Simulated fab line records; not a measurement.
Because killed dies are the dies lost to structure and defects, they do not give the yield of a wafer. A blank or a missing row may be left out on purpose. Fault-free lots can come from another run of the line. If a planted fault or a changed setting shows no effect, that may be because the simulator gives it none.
fab line records ; flow berkeley_cmos170
record lots=14; wafers=42; last_day=12
route steps=331 shown GATE@134
lots that met no fault: from a run of the same line without faults
start_h: the number of hours between the record's first day and the start of the first shown wafer of the lot ; wait_h: hours elapsed since this lot's preceding step ; " same as the row above ; L1.1+2: a single row standing in for several wafers ; - no value, or no start was given ; * or withheld: withheld ; < > ~ a bound
route shown NAME@n: names a module that has steps shown in the file, with the first one's number in the route ; usual: average and standard deviation across the fault-free wafers ; same: alike in all rows ; chamber/n: place in a boat ; sites: the reading at each site ; _std_site: how widely they spread, as a standard deviation ; _edge_site: mean of outer sites minus mean of inner sites ; radius_mm: how far each site lies from the wafer's centre ; mask NAME#n: copy n ; behind: tool/chamber where the wafer was last shaped ; hold: what put the lot on hold/how long, in hours/how the hold closed ; device: the n, p or np transistor that did not switch ; end of line: the tests these same wafers got at the end of their route ; a step with no rows: only its recipe ; killed: not the wafer's yield, but the dies lost to structure and defects at the first sort ; map: the dies of a wafer, with x for killed, . for not killed, _ for no die there
set.NAME: the setting the step ran with; set.NAME@STEP: the setting that earlier step ran with ; model.NAME: the simulator's own value behind a step, which no gauge read
one table for each step of the route and one row for each wafer, over a sample of lots
## steps
# step UCB170_GATE_SOFTBAKE_08
# recipe resist=KrF; temp_c=130; time_s=60
# usual heater_power_total_W=56.80/0.048; plate_temp_C=130.02/0.12
lot.wafer;tool;chamber;start_h;wait_h;heater_power_total_W;plate_temp_C
L587.1;litho_track-04;0;125;-;56.78;130.03
L587.5;litho_track-04;0;125;-;56.74;130.03
L587.6;litho_track-04;0;125;-;56.72;130.12
L589.1;litho_track-03;0;143;-;56.77;130.07
L589.3;litho_track-03;0;143;-;56.83;129.90
L589.6;litho_track-03;0;143;-;56.82;129.82
L590.1;litho_track-04;0;143;-;56.84;129.99
L590.2;litho_track-04;0;143;-;56.83;130.22
L590.4;litho_track-04;0;143;-;56.81;129.89
L588.4;litho_track-01;0;143;-;56.74;130.19
L588.5;litho_track-01;0;143;-;56.82;130.32
L588.6;litho_track-01;0;143;-;56.75;130.12
L592.1;litho_track-03;0;156;-;56.78;130.06
L592.2;litho_track-03;0;156;-;56.83;130.09
L592.5;litho_track-03;0;156;-;56.77;130.10
L591.2;litho_track-04;0;156;-;56.80;129.85
L591.4;litho_track-04;0;156;-;56.84;129.79
L591.6;litho_track-04;0;156;-;56.73;130.13
L593.2;litho_track-04;0;162;-;55.11;127.21
L593.3;litho_track-04;0;162;-;55.15;127.05
L593.5;litho_track-04;0;162;-;55.23;127.32
L594.2;litho_track-04;0;171;-;55.25;127.25
L594.3;litho_track-04;0;171;-;55.13;127.17
L594.6;litho_track-04;0;171;-;55.23;127.11
L598.1;litho_track-01;0;183;-;56.84;130.22
L598.5;litho_track-01;0;183;-;56.78;130.16
L598.6;litho_track-01;0;183;-;56.80;130.17
L600.1;litho_track-01;0;198;-;56.90;130.23
L600.2;litho_track-01;0;198;-;56.81;130.16
L600.5;litho_track-01;0;198;-;56.81;130.02
L601.2;litho_track-03;0;207;-;56.84;130.00
L601.4;litho_track-03;0;207;-;56.79;129.96
L601.5;litho_track-03;0;207;-;56.74;129.93
L602.1;litho_track-01;0;207;-;56.83;129.89
L602.4;litho_track-01;0;207;-;56.73;129.87
L602.6;litho_track-01;0;207;-;56.81;129.89
L604.1;litho_track-03;0;213;-;56.80;129.90
L604.2;litho_track-03;0;213;-;56.80;129.97
L604.4;litho_track-03;0;213;-;56.91;130.06
L608.1;litho_track-04;0;237;-;56.82;130.07
L608.4;litho_track-04;0;237;-;56.77;129.92
L608.6;litho_track-04;0;237;-;56.88;129.97
# step UCB170_GATE_CD_MEAS_12
# recipe target_cd_nm=350
# usual cd_nm=349.9/1.5
lot.wafer;tool;chamber;start_h;wait_h;cd_nm
L587.1;cd_sem-01;-;126.01;-;352.4
L587.5;cd_sem-01;-;126.01;-;351.8
L587.6;cd_sem-01;-;126.01;-;352.1
L589.1;cd_sem-01;-;144.41;-;350.1
L589.3;cd_sem-01;-;144.41;-;351.0
L589.6;cd_sem-01;-;144.41;-;350.0
L590.1;cd_sem-02;-;144.53;-;349.1
L590.2;cd_sem-02;-;144.53;-;350.2
L590.4;cd_sem-02;-;144.53;-;350.2
L588.4;cd_sem-01;-;144.74;-;349.7
L588.5;cd_sem-01;-;144.74;-;348.7
L588.6;cd_sem-01;-;144.74;-;349.0
L592.1;cd_sem-02;-;156.64;-;352.3
L592.2;cd_sem-02;-;156.64;-;353.2
L592.5;cd_sem-02;-;156.64;-;352.5
L591.2;cd_sem-01;-;156.90;-;350.2
L591.4;cd_sem-01;-;156.90;-;351.2
L591.6;cd_sem-01;-;156.90;-;351.0
L593.2;cd_sem-01;-;162.68;-;355.7
L593.3;cd_sem-01;-;162.68;-;356.5
L593.5;cd_sem-01;-;162.68;-;355.8
L594.2;cd_sem-02;-;172.49;-;354.0
L594.3;cd_sem-02;-;172.49;-;355.2
L594.6;cd_sem-02;-;172.49;-;354.1
L598.1;cd_sem-01;-;184.70;-;348.6
L598.5;cd_sem-01;-;184.70;-;350.1
L598.6;cd_sem-01;-;184.70;-;350.7
L600.1;cd_sem-01;-;199.29;-;348.3
L600.2;cd_sem-01;-;199.29;-;347.6
L600.5;cd_sem-01;-;199.29;-;347.7
L601.2;cd_sem-02;-;209.01;-;349.1
L601.4;cd_sem-02;-;209.01;-;350.7
L601.5;cd_sem-02;-;209.01;-;350.3
L602.1;cd_sem-01;-;209.11;-;350.9
L602.4;cd_sem-01;-;209.11;-;351.9
L602.6;cd_sem-01;-;209.11;-;351.3
L604.1;cd_sem-01;-;213.85;-;352.8
L604.2;cd_sem-01;-;213.85;-;352.5
L604.4;cd_sem-01;-;213.85;-;352.2
L608.1;cd_sem-01;-;238.12;-;349.8
L608.4;cd_sem-01;-;238.12;-;348.0
L608.6;cd_sem-01;-;238.12;-;350.5
## key
first_sign step=UCB170_GATE_SOFTBAKE_08; reading=heater_power_total_W; direction=down; sigmas=34; usual=56.80; struck=55.18
effect step=UCB170_GATE_SOFTBAKE_08; reading=plate_temp_C; direction=down; sigmas=24; usual=*; struck=*
effect step=UCB170_GATE_CD_MEAS_12; reading=cd_nm; direction=up; sigmas=3.5; usual=349.9; struck=355.2
met_at UCB170_GATE_SOFTBAKE_08
struck_lots L593,L594
tester_left_out L593,L594
onset_between 156 162
fault kind=process_parameter_drift; tool=litho_track-04; chamber=-; onset_h=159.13; steps=UCB170_GATE_SOFTBAKE_08; channel=temp_c; offset=*; shape=step; end_h=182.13; acts_in=*; stated=*
# tester_left_out: of these lots the tester's yield and bins aren't shown, on N5 and GAA mostly nor the transistor test; their killed dies are dies lost to structure and defects alone, not to doping, threshold or leakage, so they don't give the yield
